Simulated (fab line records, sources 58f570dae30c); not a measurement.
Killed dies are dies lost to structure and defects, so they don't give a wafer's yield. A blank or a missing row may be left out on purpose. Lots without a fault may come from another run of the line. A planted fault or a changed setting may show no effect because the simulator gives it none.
Problem report in the 8D (eight disciplines) form, filled by code | flow berkeley_cmos170 | the parts of the form that need people (team, actions taken, sign-off) are left out

1. THE PROBLEM
beam_energy_keV at UCB170_PWELL_IMPLANT_15 reads a mean of 58.844 on 6 wafers of 2 lots; wafers without a fault read 59.997 with a standard deviation of 0.018. That is -64 standard deviations from the usual mean.
First seen on wafer L371.1, day 5 05:29, on implanter-04. The record holds 18 wafers of 6 lots with a number at this step. Rule for "out", or "out of limits": more than 4 standard deviations from the usual mean. The other wafers with a number count as sound.

2. WHAT IT IS AND WHAT IT IS NOT
question                    | is                     | is not
which readings at this step | beam_energy_keV        | tilt_deg
which lots                  | L371, L373             | L364, L380, L383, L384
which wafers of those lots  | all that have a number | -
read on which tools         | implanter-04           | implanter-01, implanter-02
when                        | from day 5 05:29       | up to then (3 sound wafers); but 9 sound wafers of L380, L383, L384 came after

3. SUSPECTS, AND WHAT RULES EACH OUT
Counting: a tool at a process step up to the reading stays a suspect if it ran every lot that is out and no sound lot after the first of them.
- implanter-04 at UCB170_PWELL_IMPLANT_15: kept. It ran every lot that is out, first L371 (day 5 05:29), and no sound lot after that; its last sound lot up to then is L364 (day 3 09:06). Its own readings are out on those wafers: beam_energy_keV.
Left after counting: implanter-04 at UCB170_PWELL_IMPLANT_15.

4. THE CAUSE (what the simulator had put in)
Process parameter drift: implanter-04, from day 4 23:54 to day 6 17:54, at UCB170_PWELL_IMPLANT_15. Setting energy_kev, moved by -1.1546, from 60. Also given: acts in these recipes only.
Counting left only this tool.

5. THE CHAIN OF EFFECTS, in route order
Each row: a reading whose mean over the struck wafers that have a number lies more than 3 standard deviations from the usual. Only readings for which the record gives a usual standard deviation are gone through. hours: the time from each lot's start at the first step in this table that gives one to its start at this step, as a median over the lots. sigmas: the change in usual standard deviations.
hours | step                    | reading         | usual  | on struck wafers | change | sigmas
0     | UCB170_PWELL_IMPLANT_15 | beam_energy_keV | 59.997 | 58.844           | -1.153 | -64
The process steps in it:
- UCB170_PWELL_IMPLANT_15

6. WHAT WOULD HAVE CAUGHT IT SOONER
In this record the first reading out of limits was taken at day 5 05:29, 6 hours after the fault began at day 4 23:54.
